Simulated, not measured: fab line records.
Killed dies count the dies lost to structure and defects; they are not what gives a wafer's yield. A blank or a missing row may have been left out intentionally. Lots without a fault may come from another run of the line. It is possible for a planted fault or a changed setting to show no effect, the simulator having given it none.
The tool behind it: which one? || flow ritCmos || 12 lots, 36 wafers sampled, at 3 steps of a route of 202

== WHAT THE GAUGES SHOWED, per wafer ==
RIT_SILICIDE_RS_MEAS_02: uses a four-point probe to measure.
{"lot": "L235", "measured": "day 3 13:26", "on": "filmMetro-04", "SILICIDE_TI_RS (ohm/sq)": "47.5 47.8 47.7"}
{"lot": "L236", "measured": "day 3 17:44", "on": "filmMetro-04", "SILICIDE_TI_RS (ohm/sq)": "47.8 48.0 48.0"}
{"lot": "L237", "measured": "day 3 22:51", "on": "filmMetro-04", "SILICIDE_TI_RS (ohm/sq)": "47.8 48.3 47.9"}
{"lot": "L238", "measured": "day 4 04:56", "on": "filmMetro-01", "SILICIDE_TI_RS (ohm/sq)": "47.8 48.0 48.3"}
{"lot": "L239", "measured": "day 4 11:37", "on": "filmMetro-01", "SILICIDE_TI_RS (ohm/sq)": "48.0 48.0 48.5"}
{"lot": "L240", "measured": "day 4 14:02", "on": "filmMetro-04", "SILICIDE_TI_RS (ohm/sq)": "48.9 48.7 49.3"}
{"lot": "L243", "measured": "day 5 02:23", "on": "filmMetro-02", "SILICIDE_TI_RS (ohm/sq)": "47.8 47.4 47.7"}
{"lot": "L244", "measured": "day 5 06:50", "on": "filmMetro-01", "SILICIDE_TI_RS (ohm/sq)": "47.1 66.0 47.1"}
{"lot": "L251", "measured": "day 6 16:40", "on": "filmMetro-02", "SILICIDE_TI_RS (ohm/sq)": "48.3 48.2 48.9"}
{"lot": "L253", "measured": "day 7 02:19", "on": "filmMetro-02", "SILICIDE_TI_RS (ohm/sq)": "47.7 48.0 47.5"}
{"lot": "L255", "measured": "day 7 10:38", "on": "filmMetro-01", "SILICIDE_TI_RS (ohm/sq)": "48.7 48.4 48.7"}
{"lot": "L257", "measured": "day 8 00:28", "on": "filmMetro-01", "SILICIDE_TI_RS (ohm/sq)": "47.9 47.7 47.9"}

RIT_SILICIDE_THK_MEAS_03: measures by xrf.
{"lot": "L235", "measured": "day 3 13:33", "on": "filmMetro-04", "SILICIDE_TI_THK (nm)": "30.5 30.4 30.3"}
{"lot": "L236", "measured": "day 3 17:52", "on": "filmMetro-04", "SILICIDE_TI_THK (nm)": "30.4 30.3 30.3"}
{"lot": "L237", "measured": "day 3 22:58", "on": "filmMetro-04", "SILICIDE_TI_THK (nm)": "30.5 30.1 30.3"}
{"lot": "L238", "measured": "day 4 05:03", "on": "filmMetro-01", "SILICIDE_TI_THK (nm)": "30.8 30.9 30.8"}
{"lot": "L239", "measured": "day 4 11:44", "on": "filmMetro-01", "SILICIDE_TI_THK (nm)": "30.7 30.9 30.6"}
{"lot": "L240", "measured": "day 4 14:07", "on": "filmMetro-04", "SILICIDE_TI_THK (nm)": "29.7 29.9 29.5"}
{"lot": "L243", "measured": "day 5 02:29", "on": "filmMetro-02", "SILICIDE_TI_THK (nm)": "30.8 31.0 30.8"}
{"lot": "L244", "measured": "day 5 06:57", "on": "filmMetro-01", "SILICIDE_TI_THK (nm)": "31.1 23.9 31.3"}
{"lot": "L251", "measured": "day 6 16:47", "on": "filmMetro-02", "SILICIDE_TI_THK (nm)": "30.5 30.5 30.4"}
{"lot": "L253", "measured": "day 7 02:26", "on": "filmMetro-02", "SILICIDE_TI_THK (nm)": "30.8 30.5 30.6"}
{"lot": "L255", "measured": "day 7 10:44", "on": "filmMetro-01", "SILICIDE_TI_THK (nm)": "30.6 30.7 30.6"}
{"lot": "L257", "measured": "day 8 00:34", "on": "filmMetro-01", "SILICIDE_TI_THK (nm)": "30.8 31.0 30.8"}

== EACH LOT AND THE TOOL THAT RAN IT (in order: tool; ch and the chambers of the sampled wafers; start) ==
{"lot": "L235", "RIT_SILICIDE_SPUTTER_01": "pvdSputter-01, day 3 13:17"}
{"lot": "L236", "RIT_SILICIDE_SPUTTER_01": "pvdSputter-03, day 3 17:35"}
{"lot": "L237", "RIT_SILICIDE_SPUTTER_01": "pvdSputter-01, day 3 22:42"}
{"lot": "L238", "RIT_SILICIDE_SPUTTER_01": "pvdSputter-03, day 4 04:46"}
{"lot": "L239", "RIT_SILICIDE_SPUTTER_01": "pvdSputter-01, day 4 11:28"}
{"lot": "L240", "RIT_SILICIDE_SPUTTER_01": "pvdSputter-03, day 4 13:49"}
{"lot": "L243", "RIT_SILICIDE_SPUTTER_01": "pvdSputter-02, day 5 02:10"}
{"lot": "L244", "RIT_SILICIDE_SPUTTER_01": "pvdSputter-03, day 5 06:41"}
{"lot": "L251", "RIT_SILICIDE_SPUTTER_01": "pvdSputter-02, day 6 16:31"}
{"lot": "L253", "RIT_SILICIDE_SPUTTER_01": "pvdSputter-02, day 7 02:10"}
{"lot": "L255", "RIT_SILICIDE_SPUTTER_01": "pvdSputter-02, day 7 10:27"}
{"lot": "L257", "RIT_SILICIDE_SPUTTER_01": "pvdSputter-02, day 8 00:17"}
- RIT_SILICIDE_SPUTTER_01: material Ti, target thk 30 nm, time 240 s.

== WHAT THE TOOLS THEMSELVES READ (means of the sampled wafers that have a number; where no wafer has one, the mark that the record gives instead) ==
RIT_SILICIDE_SPUTTER_01.
{"lot": "L235", "tool": "pvdSputter-01", "throttleValvePct (%)": 29.3}
{"lot": "L236", "tool": "pvdSputter-03", "throttleValvePct (%)": 29.6}
{"lot": "L237", "tool": "pvdSputter-01", "throttleValvePct (%)": 29.5}
{"lot": "L238", "tool": "pvdSputter-03", "throttleValvePct (%)": 29.1}
{"lot": "L239", "tool": "pvdSputter-01", "throttleValvePct (%)": 28.4}
{"lot": "L240", "tool": "pvdSputter-03", "throttleValvePct (%)": 29.2}
{"lot": "L243", "tool": "pvdSputter-02", "throttleValvePct (%)": 30.6}
{"lot": "L244", "tool": "pvdSputter-03", "throttleValvePct (%)": 29.6}
{"lot": "L251", "tool": "pvdSputter-02", "throttleValvePct (%)": 30.5}
{"lot": "L253", "tool": "pvdSputter-02", "throttleValvePct (%)": 30.0}
{"lot": "L255", "tool": "pvdSputter-02", "throttleValvePct (%)": 30.1}
{"lot": "L257", "tool": "pvdSputter-02", "throttleValvePct (%)": 30.5}

== THE ANSWER, worked out from the rows above alone ==
Rule: the lots themselves supply what counts as usual. The widest of any qualifying gaps counts: lots, ordered by their means at a reading, are off when they make up no more than a third of the lots, leave a main group of 4 or more, and stand apart from it by 3 or more times the standard deviation of that group's means. Not used: any main group whose means are identical at the precision the tables above print for the reading. Also off: a lot with no number at a reading for which 4 or more lots have one. Any other lot the step has rows for is counted as sound. First the gauges in route order, then the tools' own readings, where a lot's mean is used as printed above. The first step at which some lot is off is used, and at that step the reading that is off furthest; a lot without a number counts as furthest.
Off: L244, at RIT_SILICIDE_RS_MEAS_02 (SILICIDE_TI_RS). For the main group the mean is 48.1 ohm/sq and the standard deviation 0.4.
If a tool, at a process step before that reading, ran all the lots that are off and no sound lot after the first of them, it fits. The gauges at RIT_SILICIDE_RS_MEAS_02 are tried like those tools. One candidate fits, namely pvdSputter-03 at RIT_SILICIDE_SPUTTER_01. Its last sound lot is L240 (day 4 13:49), its first lot that is off L244 (day 5 06:41): a fault that began between those two fits.

== WHAT WAS PUT IN BY THE SIMULATOR ==
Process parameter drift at RIT_SILICIDE_SPUTTER_01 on pvdSputter-03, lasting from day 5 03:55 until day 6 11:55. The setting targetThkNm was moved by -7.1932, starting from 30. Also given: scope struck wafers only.
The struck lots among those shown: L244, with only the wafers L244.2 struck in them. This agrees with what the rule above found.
